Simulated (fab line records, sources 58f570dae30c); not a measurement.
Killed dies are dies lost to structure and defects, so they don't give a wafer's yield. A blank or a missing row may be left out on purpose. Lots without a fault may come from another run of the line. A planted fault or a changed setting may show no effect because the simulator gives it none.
Which tool did it? | flow berkeley_cmos170 | 10 lots, 30 wafers sampled, at 6 steps of a route of 331

WHAT THE GAUGES READ, wafer by wafer
UCB170_PWELL_THK_MEAS_03.
lot  | measured    | on            | PWELL_OXIDE_THK (nm)
L402 | day 2 18:25 | film_metro-01 | 25.5 25.6 25.7
L403 | day 2 23:17 | film_metro-01 | 25.5 25.8 25.6
L404 | day 3 09:24 | film_metro-01 | 26.3 26.4 26.5
L405 | day 3 18:46 | film_metro-03 | 26.4 25.8 26.0
L406 | day 3 18:46 | film_metro-04 | 26.6 26.3 25.7
L407 | day 3 18:46 | film_metro-01 | 26.2 26.4 26.3
L408 | day 4 09:44 | film_metro-01 | 26.6 26.8 26.7
L409 | day 4 14:40 | film_metro-03 | 26.6 26.4 26.9
L410 | day 4 20:00 | film_metro-04 | 25.7 26.1 25.8
L411 | day 4 20:00 | film_metro-01 | 25.4 25.5 25.5

UCB170_PLDD_TW_MEAS_11.
lot  | measured    | on            | PLDD_TW
L402 | day 7 00:05 | film_metro-02 | 1008 1008 1001
L403 | day 6 23:55 | film_metro-03 | 1013 1018 1017
L404 | day 7 19:29 | film_metro-04 | 1003 1002 1000
L405 | day 8 03:08 | film_metro-04 | 994 992 990
L406 | day 8 02:50 | film_metro-03 | 1018 1015 1016
L407 | day 8 02:32 | film_metro-04 | 990 991 995
L408 | day 8 19:24 | film_metro-02 | 876 881 887
L409 | day 8 19:46 | film_metro-03 | 891 885 884
L410 | day 8 19:16 | film_metro-04 | 863 864 857
L411 | day 9 15:14 | film_metro-03 | 893 898 890

UCB170_SDANNEAL_RS_MEAS_04: measures by four-point-probe.
lot  | measured     | on            | PLDD_RS (ohm/sq)
L402 | day 7 18:02  | film_metro-03 | 1031.9 1033.6 1034.0
L403 | day 7 20:06  | film_metro-02 | 1032.3 1031.3 1031.5
L404 | day 8 09:47  | film_metro-03 | 1030.2 1030.7 1029.5
L405 | day 8 17:47  | film_metro-02 | 1034.2 1034.8 1037.3
L406 | day 8 17:56  | film_metro-03 | 1031.4 1033.2 1032.4
L407 | day 8 17:35  | film_metro-04 | 1032.9 1032.4 1034.8
L408 | day 9 10:32  | film_metro-03 | 928.3 928.2 929.5
L409 | day 9 10:22  | film_metro-04 | 931.2 932.5 929.1
L410 | day 9 09:59  | film_metro-02 | 933.5 933.5 936.1
L411 | day 10 04:41 | film_metro-03 | 929.7 932.1 930.8

UCB170_CONTACT_CD_MEAS_15: target cd 700 nm.
lot  | measured     | on        | cd_nm (nm)
L402 | day 7 23:19  | cd_sem-01 | 699.3 700.8 701.3
L403 | day 8 03:36  | cd_sem-02 | 701.3 701.2 700.9
L404 | day 8 14:15  | cd_sem-01 | 702.0 701.8 701.2
L405 | day 8 22:11  | cd_sem-01 | 699.9 700.1 698.1
L406 | day 8 23:46  | cd_sem-01 | 699.8 700.8 701.0
L407 | day 8 21:51  | cd_sem-01 | 700.8 699.6 700.0
L408 | day 9 17:01  | cd_sem-01 | 701.8 700.7 700.5
L409 | day 9 17:18  | cd_sem-01 | 699.3 698.1 700.9
L410 | day 9 14:22  | cd_sem-01 | 699.3 698.4 698.7
L411 | day 10 09:19 | cd_sem-01 | 702.5 701.6 703.2

UCB170_M1_RS_MEAS_01: measures by four-point-probe.
lot  | measured     | on            | M1_AL_RS (ohm/sq)
L402 | day 8 00:05  | film_metro-04 | 0.0487 0.0484 0.0480
L403 | day 8 04:23  | film_metro-03 | 0.0487 0.0490 0.0485
L404 | day 8 15:11  | film_metro-03 | 0.0478 0.0480 0.0483
L405 | day 8 22:59  | film_metro-04 | 0.0486 0.0490 0.0488
L406 | day 9 00:35  | film_metro-03 | 0.0478 0.0491 0.0483
L407 | day 8 22:40  | film_metro-02 | 0.0487 0.0490 0.0493
L408 | day 9 18:33  | film_metro-04 | 0.0474 0.0481 0.0481
L409 | day 9 18:33  | film_metro-03 | 0.0490 0.0492 0.0489
L410 | day 9 15:10  | film_metro-02 | 0.0480 0.0479 0.0478
L411 | day 10 10:06 | film_metro-04 | 0.0490 0.0489 0.0496

WHICH TOOL RAN EACH LOT (tool, then ch and the chambers of the sampled wafers, then the start)
lot  | UCB170_PLDD_IMPLANT_09
L402 | implanter-01 ch 0, day 6 23:50
L403 | implanter-03 ch 0, day 6 23:42
L404 | implanter-01 ch 0, day 7 19:16
L405 | implanter-01 ch 0, day 8 02:53
L406 | implanter-01 ch 0, day 8 02:35
L407 | implanter-01 ch 0, day 8 02:17
L408 | implanter-01 ch 0, day 8 19:10
L409 | implanter-03 ch 0, day 8 19:32
L410 | implanter-03 ch 0, day 8 19:01
L411 | implanter-01 ch 0, day 9 14:59
- UCB170_PLDD_IMPLANT_09

WHAT THE TOOLS THEMSELVES READ (means of the sampled wafers that have a number; where no wafer has one, the mark that the record gives instead)
UCB170_PLDD_IMPLANT_09.
lot  | tool         | beam_energy_keV
L402 | implanter-01 | 10.001
L403 | implanter-03 | 9.998
L404 | implanter-01 | 9.997
L405 | implanter-01 | 10.000
L406 | implanter-01 | 9.997
L407 | implanter-01 | 9.997
L408 | implanter-01 | 10.005
L409 | implanter-03 | 10.000
L410 | implanter-03 | 10.001
L411 | implanter-01 | 9.998

THE ANSWER, worked out from the rows above alone
Rule: what is usual is taken from the lots themselves. Put in order of their means at a reading, lots are off if they are a third of the lots or fewer, leave a main group of 4 or more, and stand apart from it by a gap of 3 or more times the standard deviation of the main group's means; of several such gaps the widest counts. A main group whose means are all the same, to the digits that the tables above print for the reading, isn't used. A lot without any number at a reading at which 4 lots or more have one is off too. The other lots that the step has rows for count as sound. The gauges are gone through in route order, then the tools' own readings, and for those a lot's mean is taken as printed above. The first step at which some lot is off is used, and at that step the reading that is off furthest; a lot without a number counts as furthest.
No lot is off at any reading shown: from this, nothing can be told.

WHAT THE SIMULATOR HAD PUT IN
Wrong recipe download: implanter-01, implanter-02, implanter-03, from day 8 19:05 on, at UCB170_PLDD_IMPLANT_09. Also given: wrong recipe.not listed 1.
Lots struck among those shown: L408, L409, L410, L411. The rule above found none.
